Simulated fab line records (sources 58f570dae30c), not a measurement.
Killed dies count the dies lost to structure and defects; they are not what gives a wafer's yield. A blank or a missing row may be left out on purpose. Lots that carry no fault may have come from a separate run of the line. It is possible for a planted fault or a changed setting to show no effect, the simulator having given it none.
Which of the tools did it? ; flow berkeley-cmos170 ; 42 wafers from 14 lots sampled at 4 of the route's 331 steps

== WHAT THE GAUGES READ, wafer by wafer ==
UCB170_START_THK_MEAS_03.
lot;measured;on;START_OXIDE_THK (nm)
L592;day 1 17:11;film-metro-03;20.5 20.5 20.7
L591;day 1 17:12;film-metro-01;19.9 20.0 20.2
L593;day 2 02:37;film-metro-01;20.3 20.5 20.7
L594;day 2 05:22;film-metro-04;20.1 20.0 20.2
L595;day 2 10:48;film-metro-03;19.7 19.6 19.7
L596;day 2 17:20;film-metro-01;19.5 19.6 19.3
L597;day 2 22:23;film-metro-01;19.7 20.2 20.0
L598;day 3 02:55;film-metro-03;20.3 20.2 20.0
L599;day 3 08:22;film-metro-03;20.4 20.4 21.0
L603;day 4 03:08;film-metro-03;19.8 20.0 20.1
L604;day 4 10:48;film-metro-01;20.0 19.9 20.1
L610;day 5 16:04;film-metro-01;20.5 20.5 20.1
L612;day 5 23:53;film-metro-03;20.0 19.9 20.0
L613;day 6 06:08;film-metro-04;20.2 20.1 20.2

UCB170_V2_OVL_MEAS_13.
lot;measured;on;V2_OVL (nm)
L592;day 8 23:56;overlay-01;5 7 6
L591;day 8 20:12;overlay-01;3 7 -3
L593;day 8 21:35;overlay-01;5 6 0
L594;day 8 23:54;overlay-01;6 6 3
L595;day 9 15:24;overlay-01;8 9 6
L596;day 9 13:38;overlay-01;0 1 6
L597;day 10 11:08;overlay-01;10 6 13
L598;day 10 13:57;overlay-01;-5 7 -2
L599;day 10 13:28;overlay-02;4 -1 3
L603;day 10 14:26;overlay-01;11 14 9
L604;day 12 00:56;overlay-02;0 2 -6
L610;day 13 14:46;overlay-02;7 10 10
L612;day 13 12:53;overlay-02;9 6 11
L613;day 13 14:46;overlay-01;3 2 10

== EACH LOT AND THE TOOL THAT RAN IT (in order: tool; ch and the chambers of the sampled wafers; start) ==
lot;UCB170_PVT_IMPLANT_07;UCB170_M2_ETCH_17
L592;implanter-03 ch 0, day 6 17:34;rie-diel-04 ch 0,2,3, day 8 21:26
L591;implanter-02 ch 0, day 6 17:22;rie-diel-03 ch 0,3, day 8 17:54
L593;implanter-01 ch 0, day 6 18:08;rie-diel-01 ch 0,2,3, day 8 19:01
L594;implanter-02 ch 0, day 6 17:53;rie-diel-01 ch 1,2,3, day 8 21:10
L595;implanter-03 ch 0, day 7 11:43;rie-diel-03 ch 1,2, day 9 12:54
L596;implanter-01 ch 0, day 7 11:31;rie-diel-04 ch 1,2,3, day 9 11:22
L597;implanter-01 ch 0, day 8 08:04;rie-diel-03 ch 0,2,3, day 10 08:43
L598;implanter-03 ch 0, day 8 08:16;rie-diel-03 ch 0,1,3, day 10 11:17
L599;implanter-03 ch 0, day 8 07:20;rie-diel-04 ch 1,2, day 10 11:01
L603;implanter-02 ch 0, day 8 13:58;rie-diel-01 ch 0,1,2, day 10 11:48
L604;implanter-03 ch 0, day 9 16:55;rie-diel-01 ch 0,3, day 11 21:26
L610;implanter-01 ch 0, day 11 06:37;rie-diel-03 ch 1,3, day 13 12:17
L612;implanter-01 ch 0, day 11 07:05;rie-diel-01 ch 0,1,3, day 13 09:07
L613;implanter-03 ch 0, day 11 06:21;rie-diel-01 ch 1,2, day 13 11:18
- UCB170_PVT_IMPLANT_07
- UCB170_M2_ETCH_17: etches BARC in N2/H2.

== AS READ BY THE TOOLS THEMSELVES (means over the sampled wafers that have a number; for cases with no such wafer, the mark the record gives instead) ==
UCB170_PVT_IMPLANT_07.
lot;tool;beam-energy-keV;dose-ions-cm2
L592;implanter-03;29.996;2.0039e+12
L591;implanter-02;30.012;1.9985e+12
L593;implanter-01;30.002;1.9978e+12
L594;implanter-02;30.006;2.0031e+12
L595;implanter-03;30.005;2.0015e+12
L596;implanter-01;30.008;1.9985e+12
L597;implanter-01;29.994;1.9989e+12
L598;implanter-03;30.005;1.9987e+12
L599;implanter-03;30.013;1.9998e+12
L603;implanter-02;30.009;2.0009e+12
L604;implanter-03;30.002;2.0011e+12
L610;implanter-01;28.944;1.9993e+12
L612;implanter-01;28.945;2.0005e+12
L613;implanter-03;29.985;1.9966e+12

UCB170_M2_ETCH_17.
lot;tool;drypump-motor-current-A (A);n2-flow-sccm (sccm);oes-product-au (a.u.);throttle-valve-pct (%)
L592;rie-diel-04;6.0;100.2;1.008;13.22
L591;rie-diel-03;5.8;100.0;0.988;13.24
L593;rie-diel-01;5.6;99.9;1.008;13.30
L594;rie-diel-01;5.6;100.2;0.998;13.38
L595;rie-diel-03;5.8;99.9;0.994;13.33
L596;rie-diel-04;5.8;99.8;1.012;13.21
L597;rie-diel-03;5.8;100.1;1.004;13.23
L598;rie-diel-03;5.8;100.0;0.991;13.23
L599;rie-diel-04;5.9;100.4;1.019;13.24
L603;rie-diel-01;5.4;99.8;1.005;13.37
L604;rie-diel-01;6.0;100.2;0.993;13.29
L610;rie-diel-03;5.8;100.0;0.970;13.38
L612;rie-diel-01;5.7;99.9;0.991;13.35
L613;rie-diel-01;5.4;100.1;0.994;13.44

== THE ANSWER, worked out from the rows above alone ==
Rule: usual is defined by the lots themselves. Put in order of their means at a reading, lots are off if they are a third of the lots or fewer, leave a main group of 4 or more, and stand apart from it by a gap of 3 or more times the standard deviation of the main group's means; of several such gaps the widest counts. A main group is skipped when, at the precision printed for the reading in the tables above, its means are all equal. A lot without any number at a reading at which 4 lots or more have one is off too. Where the step has rows for the other lots, those lots are counted as sound. After the gauges, taken in route order, come the tools' own readings; for these a lot's mean is taken, as printed above. At the first step where some lot is off, the reading lying furthest off is the one used; lots without a number count as furthest.
Off at UCB170_PVT_IMPLANT_07 (beam-energy-keV): L610, L612. Mean 30.003 and standard deviation 0.0077 in the main group.
A tool fits if, at that step or a process step before it, it ran every lot that is off, and no sound lot after the first of them. One fits: implanter-01 at UCB170_PVT_IMPLANT_07. Its last sound lot is L597 (day 8 08:04), its first lot that is off L610 (day 11 06:37): a fault that began between those two fits.
On the lots that are off, the tool's own readings at UCB170_PVT_IMPLANT_07 differ by more than 5 times the standard deviation of the sound lots' means, which bears it out; beam-energy-keV reads 28.944 there versus 30.003 on the sound lots.

== WHAT THE SIMULATOR HAD PUT IN ==
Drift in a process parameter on implanter-01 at UCB170_PVT_IMPLANT_07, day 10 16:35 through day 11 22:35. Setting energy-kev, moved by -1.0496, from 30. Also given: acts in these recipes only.
Shown lots that were struck: L610, L612. This agrees with what the rule above found.
